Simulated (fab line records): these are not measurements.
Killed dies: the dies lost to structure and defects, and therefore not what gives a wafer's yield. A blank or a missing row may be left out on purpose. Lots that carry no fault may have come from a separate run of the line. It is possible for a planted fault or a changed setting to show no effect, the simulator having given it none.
fab line records    flow berkeleyCmos170
record lots=5  wafers=15  lastDay=11
route steps=331 shown PVT@123 GATE@125 FIELD@126
lots that met no fault: from a run of the same line without faults
startH: the number of hours between the record's first day and the start of the first shown wafer of the lot    waitH: hours elapsed since this lot's preceding step    " repeats the value in the row above    L1.1+2: several wafers, shown together as one row    - value missing, or start not given    * or withheld: withheld    < > ~ a bound
route shown NAME@n: NAME is a module with steps in the file, n the number in the route of the first one    usual: mean and standard deviation over wafers with no fault    same: alike in all rows    chamber/n: place in a boat    sites: each site's reading    _std_site: how widely they spread, as a standard deviation    _edge_site: the outer-site mean with the inner-site mean subtracted    radiusMm: for every site, how far away it sits from the centre of the wafer    mask NAME#n: copy n    behind: the last tool/chamber to shape the wafer    hold: why the lot went on hold/how many hours it stayed there/how the hold came to an end    device: transistor that didn't switch, given as n, p or np    end of line: tests run on the same wafers once the route is complete    a step given without rows: its recipe and nothing more    killed: at the first sort, the dies lost to defects and structure; wafer yield is something else    map: a wafer's dies, x killed, . not, _ none there
set.NAME: the setting the step ran with; set.NAME@STEP: the setting that earlier step ran with    model.NAME: the simulator's own value behind a step, which no gauge read
certain route steps with their lots: each step a table, each wafer a row
services: a tool's chamber out of use, with start hour (startH, from the record's first day; less than 0 if before it), hours out, and reason
## steps
# step UCB170_PVT_STRIP_08
# recipe chemistry=O2  powerW=400  pressureMtorr=3500  platenTempC=withheld  o2FlowSccm=400  overashFraction=0.5
# usual drypumpMotorCurrentA=5.7/0.31  oesProductAu=0.734/0.0047  stripTimeToEndpointS=21.61/0.066
lot.wafer  tool            chamber  startH  waitH  drypumpMotorCurrentA  oesProductAu  rfHoursCounterH  stripTimeToEndpointS
L695.3     plasmaAsher-02  0        119.86  0.1    5.7                   0.736         -                21.51
L695.4     "               1        "       "      5.3                   0.731         -                21.51
L695.6     "               0        "       "      5.7                   0.736         -                21.52
L700.1     plasmaAsher-04  1        144.74  0.1    5.7                   0.726         29               21.66
L700.3     "               1        "       "      5.7                   0.738         -                21.58
L700.4     "               0        "       "      5.8                   0.733         -                21.56
L707.4     plasmaAsher-04  1        181.29  0.1    5.8                   0.738         -                21.77
L707.5     "               1        "       "      5.7                   0.730         -                21.75
L707.6     "               0        "       "      5.8                   0.745         -                21.68
L712.1     plasmaAsher-02  1        197.12  0.1    5.3                   0.732         53               21.52
L712.2     "               0        "       "      5.7                   0.732         53               21.59
L712.6     "               1        "       "      5.3                   0.733         -                21.57
L713.1     plasmaAsher-02  1        207.84  0.1    5.3                   0.736         54               21.53
L713.3     "               1        "       "      5.3                   0.737         -                21.54
L713.4     "               0        "       "      5.7                   0.740         -                21.56
# step UCB170_PVT_TW_MEAS_09
# usual PVT_TW=510/3.1
lot.wafer  tool          chamber  startH  waitH  PVT_TW
L695.3     filmMetro-03  -        119.94  0.1    511
L695.4     "             -        "       "      510
L695.6     "             -        "       "      514
L700.1     filmMetro-02  -        144.84  0.1    508
L700.3     "             -        "       "      509
L700.4     "             -        "       "      507
L707.4     filmMetro-02  -        181.39  0.1    507
L707.5     "             -        "       "      511
L707.6     "             -        "       "      508
L712.1     filmMetro-02  -        197.22  0.1    512
L712.2     "             -        "       "      511
L712.6     "             -        "       "      508
L713.1     filmMetro-03  -        207.94  0.1    511
L713.3     "             -        "       "      513
L713.4     "             -        "       "      511
# step UCB170_GATE_WET_ETCH_00
# recipe chemistry=dHF  dilution=25:1  target=SiO2  tempC=25  timeS=200
# step UCB170_FIELD_THK_MEAS_91
# recipe reads=SiO2_of_FIELD_OXIDATION_01
# usual FIELD_OXIDE_LEFT_2_THK=353/9.4
lot.wafer  tool          chamber  startH  waitH  FIELD_OXIDE_LEFT_2_THK[nm]
L695.3     filmMetro-02  -        120.07  0.0    348
L695.4     "             -        "       "      341
L695.6     "             -        "       "      338
L700.1     filmMetro-03  -        145.00  0.0    362
L700.3     "             -        "       "      353
L700.4     "             -        "       "      355
L707.4     filmMetro-03  -        181.51  0.0    352
L707.5     "             -        "       "      361
L707.6     "             -        "       "      360
L712.1     filmMetro-01  -        197.34  0.0    346
L712.2     "             -        "       "      355
L712.6     "             -        "       "      350
L713.1     filmMetro-03  -        208.06  0.0    344
L713.3     "             -        "       "      356
L713.4     "             -        "       "      352
# step UCB170_GATE_OXIDATION_01
# recipe tempC=850  ambient=O2  targetThkA=66  oxTimeS=1800
# step UCB170_GATE_THK_MEAS_02
# recipe reads=SiO2_of_GATE_OXIDATION_01
# usual GATE_OXIDE_THK=6.60/0.12
lot.wafer  tool          chamber  startH  waitH  GATE_OXIDE_THK[nm]
L695.3     filmMetro-03  -        122.79  0.1    6.73
L695.4     "             -        "       "      6.79
L695.6     "             -        "       "      6.76
L700.1     filmMetro-04  -        147.51  0.0    6.71
L700.3     "             -        "       "      6.56
L700.4     "             -        "       "      6.58
L707.4     filmMetro-03  -        185.27  0.0    6.92
L707.5     "             -        "       "      6.62
L707.6     "             -        "       "      6.96
L712.1     filmMetro-03  -        200.71  0.0    6.69
L712.2     "             -        "       "      6.57
L712.6     "             -        "       "      6.67
L713.1     filmMetro-02  -        212.04  0.0    6.55
L713.3     "             -        "       "      6.62
L713.4     "             -        "       "      6.60
# step UCB170_GATE_ANNEAL_03
# recipe tempC=900  timeS=1800  ambient=N2
# step UCB170_GATE_CVD_04
# recipe material=poly-Si  tempC=610  precursor=SiH4  timeS=1440  pressureMtorr=375  targetThkNm=214  sih4FlowSccm=120
# step UCB170_GATE_THK_MEAS_05
# recipe reads=poly-Si_of_GATE_CVD_04
# usual GATE_POLY_THK=213.3/2.1
lot.wafer  tool          chamber  startH  waitH  GATE_POLY_THK[nm]
L695.3     filmMetro-04  -        129.81  0.0    215.6
L695.4     "             -        "       "      213.9
L695.6     "             -        "       "      214.8
L700.1     filmMetro-03  -        151.21  0.0    215.4
L700.3     "             -        "       "      214.7
L700.4     "             -        "       "      212.9
L707.4     filmMetro-04  -        189.68  0.0    210.1
L707.5     "             -        "       "      209.8
L707.6     "             -        "       "      210.3
L712.1     filmMetro-04  -        209.30  0.0    214.8
L712.2     "             -        "       "      214.0
L712.6     "             -        "       "      214.3
L713.1     filmMetro-02  -        215.88  0.0    212.0
L713.3     "             -        "       "      213.5
L713.4     "             -        "       "      211.7
# step UCB170_GATE_COAT_06
# recipe resist=BARC  tempC=withheld  timeS=withheld  spinRpm=3000  resistThkNm=withheld
# step UCB170_GATE_COAT_07
# recipe resist=KrF  spinRpm=1500  resistThkNm=900
# step UCB170_GATE_SOFTBAKE_08
# recipe resist=KrF  tempC=130  timeS=60
# step UCB170_GATE_EXPOSE_09
# recipe maskId=POLY  targetCdNm=350  na=0.5  sigmaOuter=0.6  sourceShape=conventional  doseMj=21
# usual exposureDoseMJCm2=20.993/0.021
# same na=0.5
lot.wafer  tool           chamber  startH  waitH  mask    exposureDoseMJCm2
L695.3     krfScanner-01  0        130.91  -      POLY#0  20.968
L695.4     "              0        "       "      POLY#0  21.027
L695.6     "              0        "       "      POLY#0  21.006
L700.1     krfScanner-02  0        151.94  -      POLY#0  21.003
L700.3     "              0        "       "      POLY#0  20.964
L700.4     "              0        "       "      POLY#0  20.983
L707.4     krfScanner-01  0        191.18  -      POLY#0  20.590
L707.5     "              0        "       "      POLY#0  20.541
L707.6     "              0        "       "      POLY#0  20.564
L712.1     krfScanner-02  0        210.05  -      POLY#0  20.997
L712.2     "              0        "       "      POLY#0  20.973
L712.6     "              0        "       "      POLY#0  20.993
L713.1     krfScanner-02  0        217.37  -      POLY#0  21.012
L713.3     "              0        "       "      POLY#0  20.967
L713.4     "              0        "       "      POLY#0  20.999
# step UCB170_GATE_PEB_10
# recipe pebTempC=130  pebTimeS=withheld  resist=KrF
# step UCB170_GATE_DEVELOP_11
# recipe developer=TMAH  developTimeS=45  resist=KrF  devTempC=21
# step UCB170_GATE_CD_MEAS_12
# recipe targetCdNm=350
# usual cdNm=350.1/1.3
lot.wafer  tool      chamber  startH  waitH  hold                     cdNm
L695.3     cdSem-02  -        131.84  -      -                        351.0
L695.4     "         -        "       "      -                        350.6
L695.6     "         -        "       "      -                        350.6
L700.1     cdSem-01  -        152.82  -      -                        351.8
L700.3     "         -        "       "      -                        352.1
L700.4     "         -        "       "      -                        352.7
L707.4     cdSem-02  -        192.03  -      awaitDispo/0.2h/release  305.6
L707.5     "         -        "       "      awaitDispo/0.2h/release  336.1
L707.6     "         -        "       "      awaitDispo/0.2h/release  324.4
L707.4     cdSem-02  -        192.49  0.4    -                        305.6
L707.5     "         -        "       "      -                        336.1
L707.6     "         -        "       "      -                        325.0
L712.1     cdSem-02  -        210.62  -      -                        348.3
L712.2     "         -        "       "      -                        348.2
L712.6     "         -        "       "      -                        348.8
L713.1     cdSem-02  -        217.96  -      -                        352.3
L713.3     "         -        "       "      -                        353.2
L713.4     "         -        "       "      -                        352.1
# step UCB170_GATE_OVL_MEAS_13
# usual GATE_OVL=1/5.3
lot.wafer  tool        chamber  startH  waitH  hold                     GATE_OVL[nm]
L695.3     overlay-01  -        131.93  0.1    -                        0
L695.4     "           -        "       "      -                        -1
L695.6     "           -        "       "      -                        -4
L700.1     overlay-01  -        152.94  0.1    -                        7
L700.3     "           -        "       "      -                        6
L700.4     "           -        "       "      -                        0
L707.4     overlay-01  -        195.85  3.3    awaitDispo/3.3h/release  -11
L707.5     "           -        "       "      awaitDispo/3.3h/release  -1
L707.6     "           -        "       "      awaitDispo/3.3h/release  -5
L712.1     overlay-01  -        210.74  0.1    -                        -4
L712.2     "           -        "       "      -                        1
L712.6     "           -        "       "      -                        -1
L713.1     overlay-01  -        218.08  0.1    -                        -4
L713.3     "           -        "       "      -                        0
L713.4     "           -        "       "      -                        2
# step UCB170_GATE_ETCH_14
# recipe chemistry=N2/H2  targetDepthA=withheld  overetchA=withheld  target=BARC  timeS=withheld  sourceW=500  biasW=102.2  pressureMtorr=30  n2FlowSccm=100  h2FlowSccm=200
# usual drypumpMotorCurrentA=5.8/0.43  oesProductAu=1.004/0.016  throttleValvePct=13.30/0.14
lot.wafer  tool        chamber  startH  waitH  drypumpMotorCurrentA  oesProductAu  throttleValvePct
L695.3     rieDiel-02  3        131.96  0.0    6.0                   0.987         13.27
L695.4     "           1        "       "      5.6                   1.004         13.28
L695.6     "           1        "       "      5.6                   1.002         13.29
L700.1     rieDiel-01  3        152.98  0.0    5.6                   1.027         13.05
L700.3     "           0        "       "      5.2                   1.029         13.42
L700.4     "           1        "       "      6.0                   0.972         12.93
L707.4     rieDiel-03  3        195.87  0.0    6.6                   1.004         13.47
L707.5     "           3        "       "      6.6                   1.003         13.47
L707.6     "           0        "       "      5.3                   0.987         13.29
L712.1     rieDiel-01  2        210.78  0.0    6.1                   1.004         13.36
L712.2     "           1        "       "      6.0                   0.984         12.89
L712.6     "           3        "       "      5.6                   1.028         13.06
L713.1     rieDiel-01  1        218.11  0.0    6.1                   0.979         12.91
L713.3     "           2        "       "      6.1                   0.988         13.38
L713.4     "           3        "       "      5.6                   1.030         13.04
# step UCB170_GATE_ETCH_15
# recipe chemistry=HBr/Cl2  target=poly-Si  stopOn=SiO2  overEtchFrac=0.3  icpW=300  biasW=150  timeS=56.3  pressureMtorr=15  HBr_flow_sccm=150  Cl2_flow_sccm=50  targetDepthA=2782
# usual drypumpMotorCurrentA=5.4/0.45  oesProductAu=0.825/0.012  throttleValvePct=26.50/0.22
lot.wafer  tool      chamber  startH  waitH  drypumpMotorCurrentA  oesProductAu  rfHoursCounterH  throttleValvePct  model.GATE.cdNm
L695.3     rieSi-02  2        132.00  -      5.2                   0.852         125              26.50             350.2
L695.4     "         3        "       "      4.8                   0.825         0                26.91             350.4
L695.6     "         2        "       "      5.2                   0.843         -                26.49             350.2
L700.1     rieSi-01  1        153.02  -      5.5                   0.824         0                26.54             352.1
L700.3     "         3        "       "      5.5                   0.814         10               26.62             352.2
L700.4     "         2        "       "      6.4                   0.825         87               26.31             352.9
L707.4     rieSi-02  0        195.91  -      5.3                   0.818         78               26.16             304.9
L707.5     "         2        "       "      5.2                   0.831         -                26.55             335.7
L707.6     "         1        "       "      5.7                   0.813         -                26.54             324.5
L712.1     rieSi-01  1        210.82  -      5.5                   0.813         0                26.52             348.3
L712.2     "         3        "       "      5.5                   0.812         10               26.63             348.9
L712.6     "         0        "       "      5.1                   0.847         -                26.33             348.5
L713.1     rieSi-02  1        218.16  -      5.7                   0.810         1                26.55             353.2
L713.3     "         0        "       "      5.3                   0.819         78               26.16             352.9
L713.4     "         2        "       "      5.3                   0.829         0                26.55             352.6
# step UCB170_GATE_STRIP_16
# recipe chemistry=O2  powerW=400  pressureMtorr=3500  platenTempC=withheld  o2FlowSccm=400  overashFraction=0.5
# usual drypumpMotorCurrentA=5.8/0.5  oesProductAu=0.724/0.0044
lot.wafer  tool            chamber  startH  waitH  drypumpMotorCurrentA  oesProductAu  rfHoursCounterH
L695.3     plasmaAsher-02  1        132.08  0.1    5.3                   0.722         -
L695.4     "               0        "       "      5.7                   0.720         -
L695.6     "               0        "       "      5.7                   0.724         -
L700.1     plasmaAsher-02  0        153.07  0.0    5.7                   0.729         47
L700.3     "               0        "       "      5.6                   0.719         -
L700.4     "               1        "       "      5.3                   0.721         -
L707.4     plasmaAsher-03  1        195.99  0.1    5.3                   0.726         -
L707.5     "               0        "       "      6.4                   0.728         -
L707.6     "               1        "       "      5.3                   0.723         -
L712.1     plasmaAsher-01  1        210.87  0.0    5.7                   0.719         11
L712.2     "               0        "       "      6.4                   0.725         11
L712.6     "               0        "       "      6.4                   0.728         -
L713.1     plasmaAsher-03  1        218.20  0.0    5.3                   0.721         54
L713.3     "               0        "       "      6.4                   0.720         -
L713.4     "               1        "       "      5.2                   0.729         -
## services
tool            chamber  startH  hours  kind
plasmaAsher-03  -        100.65  0.7    repair
krfScanner-01   -        104.62  1.0    pm
krfScanner-02   -        107.01  0.8    pm
plasmaAsher-01  -        108.75  9.0    pm
rieDiel-02      -        123.01  2.8    pm
krfScanner-02   0        123.63  -      calibration
krfScanner-02   -        130.33  4.4    pm
krfScanner-02   -        134.71  1.3    pm
rieDiel-01      2        136.74  2.4    repair
rieDiel-03      -        137.31  2.6    repair
krfScanner-01   -        137.67  1.3    pm
rieDiel-02      -        150.37  14.6   pm
krfScanner-02   -        155.60  3.7    repair
rieSi-02        -        176.69  0.2    repair
krfScanner-01   -        177.17  4.0    pm
plasmaAsher-04  -        179.09  1.3    repair
krfScanner-02   -        187.37  1.0    pm
plasmaAsher-04  -        187.54  2.3    repair
krfScanner-01   -        189.54  0.8    pm
krfScanner-01   -        193.03  4.4    pm
krfScanner-02   -        197.40  4.0    pm
rieDiel-01      -        211.60  0.9    repair
rieSi-02        -        212.15  0.1    repair
krfScanner-01   -        218.16  1.2    repair
## key
firstSign step=UCB170_GATE_EXPOSE_09  reading=exposureDoseMJCm2  direction=down  sigmas=20  usual=20.993  struck=20.565
effect step=UCB170_GATE_CD_MEAS_12  reading=visit  direction=added  through=controlLoop
effect step=UCB170_GATE_CD_MEAS_12  reading=cdNm  direction=down  sigmas=22  usual=350.1  struck=322.0  through=controlLoop
modelEffect step=UCB170_GATE_ETCH_15  value=GATE.cdNm  without=348.6  struck=321.7
metAt UCB170_GATE_EXPOSE_09
struckWafers L707.4,L707.5,L707.6
sortLeftOut L707.4,L707.5,L707.6
testerLeftOut L707
loopTrim step=UCB170_GATE_EXPOSE_09  setting=dose  lots=L707
onsetBetween 130.91 191.18
fault kind=processParameterDrift  tool=krfScanner-01  chamber=-  onsetH=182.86  steps=UCB170_GATE_EXPOSE_09  channel=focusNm  offset=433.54  spreadByWafer=0.3  shape=step  endH=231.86
# testerLeftOut: of these lots the tester's yield and bins aren't shown, on N5 and GAA mostly nor the transistor test; their killed dies are dies lost to structure and defects alone, not to doping, threshold or leakage, so they don't give the yield
# sortLeftOut: the simulated sort isn't trusted on such a fault, so these wafers' sort isn't shown, and their yield isn't known
# loopTrim: a control loop set the setting to another value than it would have without faults
